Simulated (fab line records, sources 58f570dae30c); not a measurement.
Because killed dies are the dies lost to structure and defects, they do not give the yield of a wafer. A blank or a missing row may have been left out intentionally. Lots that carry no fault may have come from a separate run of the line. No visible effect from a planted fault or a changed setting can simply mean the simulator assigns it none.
Struck lot and sound lot, side by side / flow berkeleyCmos170 / 14 out of 331 route steps
Sound: these wafers, L966.1, L966.2, L966.3. Wafers struck: L961.2, L961.3, L961.6. The cause comes at the end.
Each step with rows lists, per side, the tool, then ch with its chambers, then its first start. Under that, the readings that differ: sound wafers / struck wafers / difference of the means / sigmas: that difference in standard deviations of wafers without a fault.
alike: same words and numbers on both sides, and readings whose means sit less than 2 such deviations apart. not compared: any withheld reading, any reading some wafer has no value for, any bound like >300 that may hide the same value, and any number with overlapping values for which the record gives no deviation.
The two part at a step that has a row with sigmas, a row that says differs or no value, or rows on one side only. Non-overlapping numbers with no deviation appear without sigmas and do not part them. A reading missing from all wafers of one side parts the sides only when that side holds two or more wafers.

first, 2 steps without rows for these wafers: UCB170_SACOX_CLEAN_00 (cleans in dHF, time 7.5 s); UCB170_SACOX_OXIDATION_01 (target thk 14.4 nm, ox time 2400 s).
UCB170_SACOX_THK_MEAS_02:
  sound: filmMetro-03 at day 10 01:33; struck: filmMetro-01 at day 9 09:02
  alike: SACOX_OXIDE_THK
then, 2 steps without rows for these wafers: UCB170_SCREENOX_WET_ETCH_00 (etches SiO2 in dHF, time 195.1 s); UCB170_SCREENOX_OXIDATION_01 (target thk 14.4 nm, ox time 2400 s).
UCB170_SCREENOX_THK_MEAS_02:
  sound: filmMetro-04 at day 10 07:08; struck: filmMetro-03 at day 9 14:55
  alike: SCREENOX_OXIDE_THK
then, 6 steps without rows for these wafers: UCB170_SCREENOX_ANNEAL_03 (time 900 s); UCB170_NVT_HMDS_00 (prime time 60 s); UCB170_NVT_COAT_01 (resist thk 900 nm); UCB170_NVT_SOFTBAKE_02 (time 60 s); UCB170_NVT_EXPOSE_03 (exposes mask PWELL, target cd 3000 nm); UCB170_NVT_PEB_04.
UCB170_NVT_DEVELOP_05: develop time 45 s.
  struck on lithoTrack-01, day 10 00:00; sound on lithoTrack-01 ch 0, day 10 14:00
  no value came back on the struck wafers for chillPlateTempC (C), developTimeS (s); on the sound wafers chillPlateTempC (C) reads 22.95 23.01 23.03
reading=model.KrF_of_NVT_COAT_01.thkNm (nm); sound=888.1 888.4 886.2; struck=900.1 899.5 900; difference=+12.3; sigmas=
UCB170_NVT_OVL_MEAS_06:
  sound: overlay-02 at day 10 14:16; struck: overlay-02 at day 10 00:42
reading=NVT_OVL (nm); sound=-5 -7 -3; struck=- - -; difference=no value on the struck wafers; sigmas=

== WHERE THEY PART ==
First at UCB170_NVT_DEVELOP_05; last, within this record, at UCB170_NVT_OVL_MEAS_06.

WHY: whatever the simulator had introduced
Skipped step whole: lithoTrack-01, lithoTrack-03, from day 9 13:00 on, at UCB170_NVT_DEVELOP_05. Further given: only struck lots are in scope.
